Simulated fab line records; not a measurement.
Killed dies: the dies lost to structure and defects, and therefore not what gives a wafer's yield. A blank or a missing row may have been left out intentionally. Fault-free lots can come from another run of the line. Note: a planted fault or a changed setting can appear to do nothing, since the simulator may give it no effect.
Struck lot and sound lot, side by side / flow rit cmos / 14 out of 202 route steps
Sound: the wafers L356.1, L356.2, L356.5. Struck: wafers L363.4, L363.5, L363.6. At the end, the cause is stated.
For every step that has rows: the tool of each side, followed by ch and its chambers, followed by its first start. Under that, the readings that differ: sound wafers / struck wafers / difference of the means / sigmas: that difference in standard deviations of wafers without a fault.
alike: readings with means less than 2 such deviations apart, plus words and numbers identical on both sides. not compared: withheld readings, readings lacking a value on some wafer, bounds such as >300 that could conceal the same value, and numbers that have no deviation in the record and whose values overlap.
The two part at a step that has a row with sigmas, a row that says differs or no value, or rows on one side only. Numbers that have no deviation but don't overlap get no sigmas and don't part them. A reading missing from all wafers of one side parts the sides only when that side holds two or more wafers.

first, 1 step without rows for these wafers: RIT_PWELL_DEVELOP_05 (develop time 68 s).
RIT_PWELL_OVL_MEAS_06:
  sound: overlay-01 at day 3 01:31; struck: overlay-01 at day 4 11:49
  alike: PWELL_OVL
then, 2 steps without rows for these wafers: RIT_PWELL_HARDBAKE_07 (time 120 s); RIT_PWELL_IMPLANT_08.
RIT_PWELL_STRIP_09: strips in O2, time 180 s.
  sound on plasma asher-04 ch 0,1, day 3 01:57; struck on plasma asher-01 ch 0,1, day 4 12:17
  alike: drypump motor current A
  not compared: rf hours counter h
RIT_PWELL_TW_MEAS_10:
  sound: film metro-01 at day 3 02:07; struck: film metro-01 at day 4 12:26
  alike: PWELL_TW
then, 1 step without rows for these wafers: RIT_WELLDRIVE_ANNEAL_00 (time 14700 s).
RIT_WELLDRIVE_RS_MEAS_01: a four-point-probe measurement.
  sound: film metro-02 at day 3 08:52; struck: film metro-01 at day 4 17:50
  alike: NWELL_RS
RIT_WELLDRIVE_RS_MEAS_02: a four-point-probe measurement.
  sound: film metro-02 at day 3 08:59; struck: film metro-01 at day 4 17:57
reading=PWELL_RS (ohm/sq); sound=428.4 427.7 427.1; struck=431.5 430.8 431.4; difference=+3.5; sigmas=+3
then, 2 steps without rows for these wafers: RIT_NRETRO_HMDS_00 (prime time 60 s); RIT_NRETRO_COAT_01 (resist thk 1300 nm).
RIT_NRETRO_SOFTBAKE_02: time 61.41 s.
  sound on litho track-02 ch 0, day 3 09:25; struck on litho track-04 ch 0, day 4 18:23
  alike: heater power total W, plate sensor t centre C, plate sensor t edge C, resist line temp C
RIT_NRETRO_EXPOSE_03: exposes mask M4, target cd 43900 nm.
  sound on iline stepper-01 ch 0, day 3 09:41; struck on iline stepper-01, day 4 18:38
  no value came back on the struck wafers for exposure dose mJ cm2, focus offset nm (nm), na; on the sound wafers exposure dose mJ cm2 reads 250.03 249.77 250.37
  alike: mask
next, for these wafers, 1 step has no rows: RIT_NRETRO_PEB_04.

WHERE THEY PART
Last at RIT_NRETRO_EXPOSE_03 as far as this record goes, first at RIT_WELLDRIVE_RS_MEAS_02.

WHY: what the simulator had put in
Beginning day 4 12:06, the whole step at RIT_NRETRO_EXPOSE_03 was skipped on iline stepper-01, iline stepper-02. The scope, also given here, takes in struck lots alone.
